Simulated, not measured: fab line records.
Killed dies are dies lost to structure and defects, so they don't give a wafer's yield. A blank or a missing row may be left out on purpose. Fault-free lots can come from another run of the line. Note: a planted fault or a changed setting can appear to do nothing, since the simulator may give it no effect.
2 desks, one fault | flow berkeley_cmos170 | only its own numbers are on each desk; what lay behind them is given at the end

## FROM THE METROLOGY DESK
What the gauges read for every lot (on any tool): the sampled wafers with a number, averaged. If a lot's mean is further than 4 standard deviations from the usual mean, the lot is out of limits and carries the mark OUT (the distance appears in the brackets).
Columns: A = START_OXIDE_THK at UCB170_START_THK_MEAS_03, usual 20.0 nm; B = PLDD_TW at UCB170_PLDD_TW_MEAS_11, usual 1009; C = PLDD_RS at UCB170_SDANNEAL_RS_MEAS_04, usual 1031.5 ohm/sq; D = V1_OVL at UCB170_V1_OVL_MEAS_13, usual -2 nm; E = cd_nm at UCB170_V2_CD_MEAS_12, usual 699.9 nm
lot  | first seen here | A    | B              | C                | D  | E
L556 | day 1 11:50     | 20.3 | 1009           | 1031.4           | -7 | 700.8
L557 | day 1 20:19     | 20.2 | 1015           | 1033.0           | 0  | 701.5
L559 | day 2 06:20     | 20.3 | 1003           | 1033.2           | -1 | 700.8
L560 | day 2 11:21     | 19.8 | 1011           | 1031.9           | 8  | 699.6
L561 | day 2 17:16     | 19.9 | 971 (-7.9) OUT | 1136.9 (+42) OUT | -2 | 698.8
L563 | day 3 02:44     | 19.4 | 1005           | 1030.2           | 1  | 700.6
L566 | day 3 16:56     | 20.2 | 969 (-8.3) OUT | 1134.0 (+41) OUT | -9 | 699.0
L569 | day 4 10:25     | 20.1 | 1006           | 1033.3           | -1 | 698.8
L571 | day 4 18:24     | 19.6 | 1014           | 1033.2           | 1  | 699.8
L573 | day 5 05:35     | 20.8 | 1015           | 1033.8           | -8 | 699.6
L575 | day 5 16:29     | 20.0 | 1008           | 1029.1           | -4 | 702.7
L577 | day 6 00:33     | 20.4 | 1015           | 1027.8           | -6 | 698.6
L578 | day 6 05:23     | 19.6 | 1013           | 1029.8           | 1  | 700.8
L579 | day 6 14:50     | 20.8 | 1011           | 1032.7           | 0  | 699.1
This desk's result: L561, L566 out of limits, first on L561 (PLDD_TW at UCB170_PLDD_TW_MEAS_11), day 8 15:48. Within limits: L556, L557, L559, L560, L563, L569, L571, L573, L575, L577, L578, L579.

## DESK OF THE TOOL OWNER: implanter-04
The tool's own readings at UCB170_PLDD_IMPLANT_09: means of the sampled wafers that have a number, for each lot that ran on this tool. If a lot's mean is further than 4 standard deviations from the usual mean, the lot is out of limits and carries the mark OUT (the distance appears in the brackets).
Columns: A = beam_energy_keV at UCB170_PLDD_IMPLANT_09, usual 10.000; B = beam_on_s at UCB170_PLDD_IMPLANT_09, usual 10.2 s; C = dose_ions_cm2 at UCB170_PLDD_IMPLANT_09, usual 5e+13; D = faraday_current_uA at UCB170_PLDD_IMPLANT_09, usual 155
lot  | first seen here | A      | B    | C                       | D
L556 | day 7 17:49     | 9.998  | 9.9  | 5e+13                   | 160
L557 | day 7 22:49     | 10.001 | 9.9  | 5e+13                   | 159
L560 | day 8 04:03     | 9.997  | 9.9  | 5e+13                   | 160
L559 | day 8 04:23     | 10.003 | 10.1 | 5e+13                   | 157
L561 | day 8 15:33     | 9.997  | 10.0 | 4e+13 (-99 or more) OUT | 124 (-5.6) OUT
L566 | day 9 15:09     | 9.999  | 9.9  | 4e+13 (-99 or more) OUT | 125 (-5.5) OUT
Finding of this desk: L561, L566 out of limits; the first was L561 at day 8 15:33, on dose_ions_cm2 at UCB170_PLDD_IMPLANT_09. Within limits: L556, L557, L560, L559.

## TAKEN TOGETHER
At day 8 15:33, on L561, L566, the tool owner's desk was in a position to raise an alarm.
L561, L566 would have let the metrology desk raise an alarm at day 8 15:48.
On implanter-04, each named lot ran UCB170_PLDD_IMPLANT_09.

## WHAT THE SIMULATOR HAD INSERTED
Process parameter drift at UCB170_PLDD_IMPLANT_09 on implanter-04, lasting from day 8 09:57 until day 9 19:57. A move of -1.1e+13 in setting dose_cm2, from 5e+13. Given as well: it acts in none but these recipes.
Lots struck among those shown: L561, L566.
Time in hours from fault onset to the first out-of-limits reading at each desk: tool owner's desk 6, metrology desk 6.
